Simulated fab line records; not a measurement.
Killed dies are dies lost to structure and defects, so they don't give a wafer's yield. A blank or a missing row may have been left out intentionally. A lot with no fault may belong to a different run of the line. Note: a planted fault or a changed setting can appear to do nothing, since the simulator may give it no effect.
Which tool was responsible? | flow rit-cmos | 13 lots, 39 wafers sampled, at 5 steps of a route of 202

WHAT THE GAUGES SHOWED, per wafer
RIT_CONTACT_OVL_MEAS_09. Usual: CONTACT_OVL -0.2 nm, standard deviation 1.4.
lot  | measured    | on         | CONTACT_OVL (nm) | flag
L115 | day 3 05:20 | overlay-01 | 1.5 -0.9 0.3     |
L116 | day 3 13:05 | overlay-02 | 0.9 0.5 1.8      |
L126 | day 5 13:50 | overlay-01 | -0.4 -0.9 0.2    |
L127 | day 5 16:46 | overlay-01 | 0.4 -0.3 -0.2    |
L128 | day 5 21:34 | overlay-02 | -2.6 0.2 -2.2    |
L130 | day 6 07:20 | overlay-02 | 2.7 -0.1 -0.3    |
L131 | day 6 10:57 | overlay-01 | 1.6 2.2 -0.3     |
L132 | day 6 17:25 | overlay-01 | -0.2 -3.0 -0.7   |
L133 | day 6 21:29 | overlay-01 | 0.7 -0.1 1.5     |
L134 | day 7 02:01 | overlay-01 | -1.1 0.0 -0.3    |
L135 | day 7 07:32 | overlay-01 | -0.5 -0.6 -0.7   |
L137 | day 7 17:26 | overlay-01 | 0.4 2.2 0.8      |
L138 | day 7 22:23 | overlay-01 | 0.8 -0.2 1.0     |

RIT_M1_CD_MEAS_90: the cd target is 2600 nm. Usual: cd-nm at 2599.3 nm, with a standard deviation of 2.8.
lot  | measured    | on        | cd-nm (nm)           | flag
L115 | day 3 09:08 | cd-sem-01 | 2599.0 2601.4 2600.8 |
L116 | day 3 16:39 | cd-sem-01 | 2599.9 2597.8 2600.0 |
L126 | day 5 17:29 | cd-sem-02 | 2585.9 2586.0 2599.1 | OFF
L127 | day 5 20:11 | cd-sem-01 | 2598.6 2596.6 2600.9 |
L128 | day 6 01:01 | cd-sem-01 | 2600.8 2601.9 2601.4 |
L130 | day 6 10:46 | cd-sem-01 | 2600.8 2600.2 2598.9 |
L131 | day 6 14:29 | cd-sem-01 | 2604.4 2601.6 2602.9 |
L132 | day 6 20:54 | cd-sem-01 | 2595.6 2598.8 2595.0 |
L133 | day 7 00:54 | cd-sem-02 | 2600.1 2598.2 2602.4 |
L134 | day 7 05:34 | cd-sem-01 | 2597.9 2595.2 2595.7 |
L135 | day 7 10:50 | cd-sem-02 | 2600.0 2602.4 2597.0 |
L137 | day 7 20:50 | cd-sem-02 | 2603.1 2604.3 2602.5 |
L138 | day 8 01:50 | cd-sem-02 | 2600.5 2602.6 2602.6 |

EACH LOT AND THE TOOL THAT RAN IT (in order: tool; ch and the chambers of the sampled wafers; start)
lot  | RIT_PSD_STRIP_09                    | RIT_SILICIDE_RTA_04             | RIT_M1_METAL_ETCH_12
L115 | plasma-asher-01 ch 0,1, day 3 02:04 | rtp-anneal-01 ch 0, day 3 03:34 | rie-metal-03 ch 0,1, day 3 08:37
L116 | plasma-asher-04 ch 0,1, day 3 09:55 | rtp-anneal-02 ch 0, day 3 11:35 | rie-metal-01 ch 0,1, day 3 16:08
L126 | plasma-asher-04 ch 0,1, day 5 10:53 | rtp-anneal-02 ch 0, day 5 12:22 | rie-metal-02 ch 0,1, day 5 16:53
L127 | plasma-asher-04 ch 0, day 5 13:49   | rtp-anneal-01 ch 0, day 5 15:19 | rie-metal-01 ch 0,1, day 5 19:40
L128 | plasma-asher-04 ch 1, day 5 18:32   | rtp-anneal-01 ch 0, day 5 20:01 | rie-metal-03 ch 0,1, day 6 00:29
L130 | plasma-asher-04 ch 0,1, day 6 04:27 | rtp-anneal-01 ch 0, day 6 05:58 | rie-metal-01 ch 0,1, day 6 10:14
L131 | plasma-asher-03 ch 0, day 6 07:58   | rtp-anneal-02 ch 0, day 6 09:28 | rie-metal-03 ch 0,1, day 6 13:56
L132 | plasma-asher-04 ch 0,1, day 6 14:25 | rtp-anneal-01 ch 0, day 6 15:55 | rie-metal-01 ch 0,1, day 6 20:20
L133 | plasma-asher-03 ch 0,1, day 6 18:37 | rtp-anneal-02 ch 0, day 6 20:07 | rie-metal-03 ch 0,1, day 7 00:23
L134 | plasma-asher-04 ch 0,1, day 6 23:01 | rtp-anneal-01 ch 0, day 7 00:29 | rie-metal-01 ch 0,1, day 7 04:57
L135 | plasma-asher-03 ch 0,1, day 7 04:37 | rtp-anneal-02 ch 0, day 7 06:07 | rie-metal-03 ch 0,1, day 7 10:19
L137 | plasma-asher-03 ch 0,1, day 7 14:31 | rtp-anneal-02 ch 0, day 7 16:01 | rie-metal-01 ch 0, day 7 20:19
L138 | plasma-asher-03 ch 0,1, day 7 19:28 | rtp-anneal-01 ch 0, day 7 20:58 | rie-metal-03 ch 0,1, day 8 01:18
- RIT_PSD_STRIP_09: strips in O2, time 180 s.
- RIT_SILICIDE_RTA_04: time 9.618 s, ramp up 5 s, ramp down 5 s.
- RIT_M1_METAL_ETCH_12: etches Al in Cl2/BCl3, stops on SiO2, time 165 s, target depth 600 nm.

WHAT THE TOOLS THEMSELVES READ (means of the sampled wafers that have a number; where no wafer has one, the mark that the record gives instead)
RIT_PSD_STRIP_09. Usual: chamber-pressure-mTorr 4000 mTorr, standard deviation 3.9; drypump-motor-current-A 5.5 A, standard deviation 0.38.
lot  | tool            | chamber-pressure-mTorr (mTorr) | drypump-motor-current-A (A) | flag
L115 | plasma-asher-01 | 4002                           | 5.7                         |
L116 | plasma-asher-04 | 4000                           | 5.4                         |
L126 | plasma-asher-04 | 3998                           | 5.3                         |
L127 | plasma-asher-04 | 4000                           | 5.2                         |
L128 | plasma-asher-04 | 4000                           | 5.5                         |
L130 | plasma-asher-04 | 4000                           | 5.5                         |
L131 | plasma-asher-03 | 3996                           | 5.7                         |
L132 | plasma-asher-04 | 4002                           | 5.4                         |
L133 | plasma-asher-03 | 4003                           | 5.8                         |
L134 | plasma-asher-04 | 4002                           | 5.3                         |
L135 | plasma-asher-03 | 4000                           | 5.7                         |
L137 | plasma-asher-03 | 4001                           | 5.7                         |
L138 | plasma-asher-03 | 4000                           | 5.7                         |

RIT_SILICIDE_RTA_04. Usual: anneal-temp-c-max 654.2, standard deviation 1.3; wafer_temp_C_max 652.5, standard deviation 0.74.
lot  | tool          | anneal-temp-c-max | wafer_temp_C_max | flag
L115 | rtp-anneal-01 | 655.6             | 652.0            |
L116 | rtp-anneal-02 | 652.8             | 654.2            |
L126 | rtp-anneal-02 | 652.9             | 652.9            |
L127 | rtp-anneal-01 | 655.1             | 652.2            |
L128 | rtp-anneal-01 | 656.0             | 652.3            |
L130 | rtp-anneal-01 | 654.4             | 652.8            |
L131 | rtp-anneal-02 | 652.9             | 653.0            |
L132 | rtp-anneal-01 | 654.8             | 652.2            |
L133 | rtp-anneal-02 | 652.7             | 653.3            |
L134 | rtp-anneal-01 | 654.8             | 652.3            |
L135 | rtp-anneal-02 | 652.8             | 653.0            |
L137 | rtp-anneal-02 | 653.5             | 652.9            |
L138 | rtp-anneal-01 | 654.8             | 652.1            |

RIT_M1_METAL_ETCH_12. Usual: chamber-pressure-mTorr 99.99 mTorr, standard deviation 0.082; drypump-motor-current-A 6.30 A, standard deviation 0.24; oes-product-au 0.769 a.u., standard deviation 0.01; throttle-valve-pct 8.25 %, standard deviation 0.094.
lot  | tool         | chamber-pressure-mTorr (mTorr) | drypump-motor-current-A (A) | oes-product-au (a.u.) | throttle-valve-pct (%) | flag
L115 | rie-metal-03 | 99.92                          | 6.13                        | 0.764                 | 8.16                   |
L116 | rie-metal-01 | 99.94                          | 6.43                        | 0.763                 | 8.37                   |
L126 | rie-metal-02 | 100.05                         | 6.24                        | 0.675                 | 8.25                   | OFF
L127 | rie-metal-01 | 99.95                          | 6.55                        | 0.761                 | 8.36                   |
L128 | rie-metal-03 | 99.98                          | 6.12                        | 0.769                 | 8.15                   |
L130 | rie-metal-01 | 100.01                         | 6.50                        | 0.767                 | 8.36                   |
L131 | rie-metal-03 | 100.05                         | 6.08                        | 0.755                 | 8.18                   |
L132 | rie-metal-01 | 99.99                          | 6.52                        | 0.771                 | 8.35                   |
L133 | rie-metal-03 | 100.00                         | 6.09                        | 0.763                 | 8.18                   |
L134 | rie-metal-01 | 100.05                         | 6.55                        | 0.783                 | 8.36                   |
L135 | rie-metal-03 | 99.98                          | 6.15                        | 0.760                 | 8.15                   |
L137 | rie-metal-01 | 100.02                         | 6.58                        | 0.773                 | 8.34                   |
L138 | rie-metal-03 | 100.00                         | 6.07                        | 0.765                 | 8.18                   |

THE ANSWER, worked out from the rows above alone
Rule: a lot is off if the mean of its wafers that have a number lies more than 3 standard deviations from the usual mean. A lot without any number at a reading at which 4 lots or more have one is off too. Any other lot the step has rows for is counted as sound. Order of review: gauges by route order, followed by the tools' own readings, for which a lot's mean as printed above is used. The first step at which some lot is off is used, and at that step the reading that is off furthest; a lot without a number counts as furthest.
Off: L126, at RIT_M1_CD_MEAS_90 (cd-nm).
If a tool, at a process step before that reading, ran all the lots that are off and no sound lot after the first of them, it fits. The gauges at RIT_M1_CD_MEAS_90 aren't tried: what is off there is off at RIT_M1_METAL_ETCH_12 too, on other tools, and a gauge's error can't cause that. One fits: rie-metal-02 at RIT_M1_METAL_ETCH_12. It ran no sound lot before its first lot that is off in this sample, so the start can't be narrowed down.
On the lots that are off, the tool's own readings at RIT_M1_METAL_ETCH_12 differ by more than 5 times the standard deviation of the sound lots' means, which bears it out; oes-product-au reads 0.675 a.u. there versus 0.766 a.u. on the sound lots.

WHAT THE SIMULATOR HAD PUT IN
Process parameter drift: rie-metal-02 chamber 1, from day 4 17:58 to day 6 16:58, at RIT_M1_METAL_ETCH_12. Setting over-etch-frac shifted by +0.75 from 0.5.
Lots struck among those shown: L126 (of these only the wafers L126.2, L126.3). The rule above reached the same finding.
